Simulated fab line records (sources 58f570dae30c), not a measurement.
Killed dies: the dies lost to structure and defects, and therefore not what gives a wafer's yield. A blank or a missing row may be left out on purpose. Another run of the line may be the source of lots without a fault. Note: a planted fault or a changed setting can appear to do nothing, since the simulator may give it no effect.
Which tool did it? -- flow berkeleyCmos170 -- Sampling: 13 lots, 39 wafers, 6 of 331 route steps

== WHAT EACH GAUGE READ, for each wafer ==
UCB170_PWELL_OVL_MEAS_13. Usual: PWELL_OVL gives -1 nm (standard deviation 6).
lot,measured,on,PWELL_OVL (nm),flag
L350,day 2 20:57,overlay-02,5 4 4,
L351,day 3 06:46,overlay-01,5 6 3,
L352,day 3 15:06,overlay-01,-3 3 1,
L357,day 4 13:44,overlay-02,- - -,OFF
L365,day 5 21:29,overlay-02,-1 -1 3,
L366,day 6 06:43,overlay-01,-5 -9 -13,
L367,day 6 10:00,overlay-01,2 4 4,
L368,day 6 19:11,overlay-02,-8 -1 4,
L369,day 6 23:47,overlay-01,-7 -6 -2,
L370,day 6 23:50,overlay-02,1 1 1,
L371,day 7 06:46,overlay-02,-16 -4 -14,
L372,day 7 08:40,overlay-01,2 2 1,
L373,day 7 13:07,overlay-01,-14 -4 -9,

UCB170_PWELL_TW_MEAS_17. Usual: PWELL_TW gives 377 (standard deviation 4.3).
lot,measured,on,PWELL_TW,flag
L350,day 2 21:20,filmMetro-02,382 381 382,
L351,day 3 07:09,filmMetro-01,373 374 373,
L352,day 3 15:29,filmMetro-04,381 381 382,
L357,day 4 14:08,filmMetro-01,29 29 29,OFF
L365,day 5 21:53,filmMetro-02,381 378 380,
L366,day 6 07:07,filmMetro-04,381 379 381,
L367,day 6 10:24,filmMetro-02,380 377 380,
L368,day 6 19:34,filmMetro-01,370 372 373,
L369,day 7 00:11,filmMetro-01,372 371 371,
L370,day 7 00:13,filmMetro-04,381 379 380,
L371,day 7 07:10,filmMetro-02,380 380 380,
L372,day 7 09:04,filmMetro-01,373 373 375,
L373,day 7 13:30,filmMetro-04,380 380 381,

UCB170_ACTIVE_THK_MEAS_03. Usual: ACTIVE_OXIDE_THK gives 26.5 nm (standard deviation 0.51).
lot,measured,on,ACTIVE_OXIDE_THK (nm),flag
L350,day 3 17:48,filmMetro-04,26.7 27.0 27.2,
L351,day 4 02:29,filmMetro-04,26.6 26.8 26.8,
L352,day 4 15:49,filmMetro-03,26.6 26.7 26.3,
L365,day 6 17:54,filmMetro-03,26.8 27.2 26.5,
L366,day 7 04:06,filmMetro-04,26.9 26.2 26.6,
L367,day 7 04:08,filmMetro-02,25.9 26.4 26.5,
L368,day 7 14:06,filmMetro-02,26.9 27.2 27.1,
L369,day 7 22:05,filmMetro-02,26.0 26.1 26.1,
L370,day 7 22:06,filmMetro-03,26.1 26.5 26.5,
L371,day 8 02:27,filmMetro-02,25.4 25.6 25.6,
L372,day 8 07:26,filmMetro-02,25.4 25.3 25.5,
L373,day 8 07:25,filmMetro-04,25.4 26.0 25.7,

UCB170_ACTIVE_CD_MEAS_13 targets a cd of 1200 nm. Usual: 1199.8 nm for cdNm, sd 1.4.
lot,measured,on,cdNm (nm),flag
L350,day 4 00:51,cdSem-01,1198.8 1199.8 1198.6,
L351,day 4 11:13,cdSem-02,1197.5 1197.5 1197.9,
L352,day 4 22:13,cdSem-02,1198.5 1198.0 1199.6,
L365,day 7 02:15,cdSem-01,1202.0 1203.5 1203.2,
L366,day 7 09:37,cdSem-02,1198.6 1198.2 1198.9,
L367,day 7 09:52,cdSem-01,1200.0 1199.1 1200.3,
L368,day 7 21:53,cdSem-01,1198.8 1199.6 1198.4,
L369,day 8 06:47,cdSem-01,1199.4 1200.3 1198.9,
L370,day 8 06:51,cdSem-02,1199.7 1199.6 1199.4,
L371,day 8 11:57,cdSem-02,1199.4 1199.0 1199.0,
L372,day 8 16:10,cdSem-02,1200.7 1201.1 1201.1,
L373,day 8 15:59,cdSem-01,1199.1 1200.3 1200.0,

== WHAT TOOL EACH LOT RAN ON (gives the tool, then ch and the chambers of the sampled wafers, and finally the start) ==
lot,UCB170_PWELL_EXPOSE_10,UCB170_PWELL_STRIP_16
L350,"krfScanner-01 ch 0, day 2 20:24","plasmaAsher-03 ch 0, day 2 21:14"
L351,"krfScanner-02 ch 0, day 3 06:20","plasmaAsher-02 ch 0,1, day 3 07:03"
L352,"krfScanner-01 ch 0, day 3 14:41","plasmaAsher-02 ch 0,1, day 3 15:24"
L357,"krfScanner-02 ch 0, day 4 13:11","plasmaAsher-02 ch 1, day 4 14:01"
L365,"krfScanner-01 ch 0, day 5 20:55","plasmaAsher-03 ch 0,1, day 5 21:46"
L366,"krfScanner-02 ch 0, day 6 05:43","plasmaAsher-04 ch 0,1, day 6 07:01"
L367,"krfScanner-01 ch 0, day 6 09:38","plasmaAsher-04 ch 0,1, day 6 10:19"
L368,"krfScanner-01 ch 0, day 6 18:49","plasmaAsher-04 ch 0,1, day 6 19:29"
L369,"krfScanner-02 ch 0, day 6 23:11","plasmaAsher-03 ch 0, day 7 00:05"
L370,"krfScanner-01 ch 0, day 6 23:27","plasmaAsher-02 ch 0,1, day 7 00:07"
L371,"krfScanner-01 ch 0, day 7 06:01","plasmaAsher-02 ch 0,1, day 7 07:03"
L372,"krfScanner-01 ch 0, day 7 08:13","plasmaAsher-04 ch 0,1, day 7 08:59"
L373,"krfScanner-02 ch 0, day 7 12:35","plasmaAsher-02 ch 0,1, day 7 13:24"
- UCB170_PWELL_EXPOSE_10: exposes mask PWELL, target cd 3000 nm.
- UCB170_PWELL_STRIP_16: strips in O2.

== AS READ BY THE TOOLS THEMSELVES (means over the sampled wafers that have a number; for cases with no such wafer, the mark the record gives instead) ==
UCB170_PWELL_STRIP_16. Usual: drypumpMotorCurrentA 5.6 A, standard deviation 0.53; oesProductAu 0.721 a.u., standard deviation 0.0042; stripTimeToEndpointS 18.05 s, standard deviation 0.089.
lot,tool,drypumpMotorCurrentA (A),oesProductAu (a.u.),stripTimeToEndpointS (s),flag
L350,plasmaAsher-03,6.3,0.722,18.11,
L351,plasmaAsher-02,5.4,0.721,18.06,
L352,plasmaAsher-02,5.9,0.724,18.13,
L357,plasmaAsher-02,4.9,0.722,18.17,
L365,plasmaAsher-03,5.5,0.720,18.05,
L366,plasmaAsher-04,5.6,0.723,17.93,
L367,plasmaAsher-04,5.6,0.723,18.22,
L368,plasmaAsher-04,5.6,0.720,17.88,
L369,plasmaAsher-03,6.3,0.719,18.11,
L370,plasmaAsher-02,5.4,0.720,18.08,
L371,plasmaAsher-02,5.5,0.719,18.04,
L372,plasmaAsher-04,5.6,0.721,17.97,
L373,plasmaAsher-02,5.9,0.720,17.93,

== THE ANSWER, worked out from the rows above alone ==
Rule: a lot is off if the mean of its wafers that have a number lies more than 3 standard deviations from the usual mean. A lot without any number at a reading at which 4 lots or more have one is off too. The other lots that the step has rows for count as sound. After the gauges, taken in route order, come the tools' own readings; for these a lot's mean is taken, as printed above. The first step at which some lot is off is used, and at that step the reading that is off furthest; a lot without a number counts as furthest.
Off: at UCB170_PWELL_OVL_MEAS_13 (PWELL_OVL), L357. Without a number there: L357.
If a tool, at a process step before that reading, ran all the lots that are off and no sound lot after the first of them, it fits. The gauges at UCB170_PWELL_OVL_MEAS_13 aren't tried: what is off there is off at UCB170_PWELL_TW_MEAS_17 too, on other tools, and a gauge's error can't cause that. Not one of the candidates tried fits.

== WHAT HAD BEEN PUT IN BY THE SIMULATOR ==
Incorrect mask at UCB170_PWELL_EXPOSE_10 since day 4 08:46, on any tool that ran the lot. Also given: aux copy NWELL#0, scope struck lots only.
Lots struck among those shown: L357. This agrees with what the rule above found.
